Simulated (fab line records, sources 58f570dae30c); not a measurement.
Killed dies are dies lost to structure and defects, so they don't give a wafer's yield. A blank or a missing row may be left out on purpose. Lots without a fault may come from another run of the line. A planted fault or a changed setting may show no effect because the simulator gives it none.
Problem report in the 8D (eight disciplines) form, filled by code | flow berkeley_cmos170 | the parts of the form that need people (team, actions taken, sign-off) are left out

1. THE PROBLEM
run_length_s at UCB170_M3_METAL_ETCH_18 reads a mean of 228.6 s on 2 wafers of 2 lots; wafers without a fault read 223.7 s with a standard deviation of 0.85. That is +5.7 standard deviations from the usual mean.
The step: etches Al in Cl2/BCl3, stops on SiO2, target depth 1170 nm, time 195 s.
First seen on wafer L401.2, day 10 17:00, on rie_metal-03. The record holds 18 wafers of 6 lots with a number at this step. Rule for "out", or "out of limits": more than 4 standard deviations from the usual mean. The other wafers with a number count as sound.

2. WHAT IT IS AND WHAT IT IS NOT
question                    | is                | is not
which readings at this step | run_length_s      | chamber_pressure_mTorr, drypump_motor_current_A, throttle_valve_pct
which lots                  | L401, L405        | L396, L400, L404, L414
which wafers of those lots  | L401.2, L405.4    | L401.1, L401.3, L405.3, L405.6
read on which tools         | rie_metal-03      | rie_metal-02
when                        | from day 10 17:00 | up to then (8 sound wafers); but 8 sound wafers of L404, L405, L414 came after

3. SUSPECTS, AND WHAT RULES EACH OUT
Counting: a tool at a process step up to the reading stays a suspect if it ran every lot that is out. Sound lots after the first of them don't rule it out here, since some wafers of a struck lot are sound.
- rie_metal-03 at UCB170_M3_METAL_ETCH_18 (etches Al in Cl2/BCl3, stops on SiO2, target depth 1170 nm, time 195 s): kept. It ran every lot that is out, first L401 (day 10 17:00); its last sound lot up to then is L400 (day 10 14:11). Its own readings are out on those wafers: run_length_s.
- Within rie_metal-03 at UCB170_M3_METAL_ETCH_18: the wafers that are out ran in chamber 1; their sound lot-mates ran in chamber 0.
Left after counting: rie_metal-03 at UCB170_M3_METAL_ETCH_18.

4. THE CAUSE (what the simulator had put in)
Process parameter drift: rie_metal-03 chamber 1, from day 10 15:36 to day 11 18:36, at UCB170_M3_METAL_ETCH_18. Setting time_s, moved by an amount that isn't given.
Counting left only this tool.

5. THE CHAIN OF EFFECTS, in route order
Each row: a reading whose mean over the struck wafers that have a number lies more than 3 standard deviations from the usual. Only readings for which the record gives a usual standard deviation are gone through. hours: the time from each lot's start at the first step in this table that gives one to its start at this step, as a median over the lots. sigmas: the change in usual standard deviations.
hours | step                    | reading      | usual   | on struck wafers | change | sigmas
0     | UCB170_M3_METAL_ETCH_18 | run_length_s | 223.7 s | 228.6            | +4.9   | +5.7
The process steps in it:
- UCB170_M3_METAL_ETCH_18: etches Al in Cl2/BCl3, stops on SiO2, target depth 1170 nm, time 195 s.

6. WHAT WOULD HAVE CAUGHT IT SOONER
In this record the first reading out of limits was taken at day 10 17:00, 1 hour after the fault began at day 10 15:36.
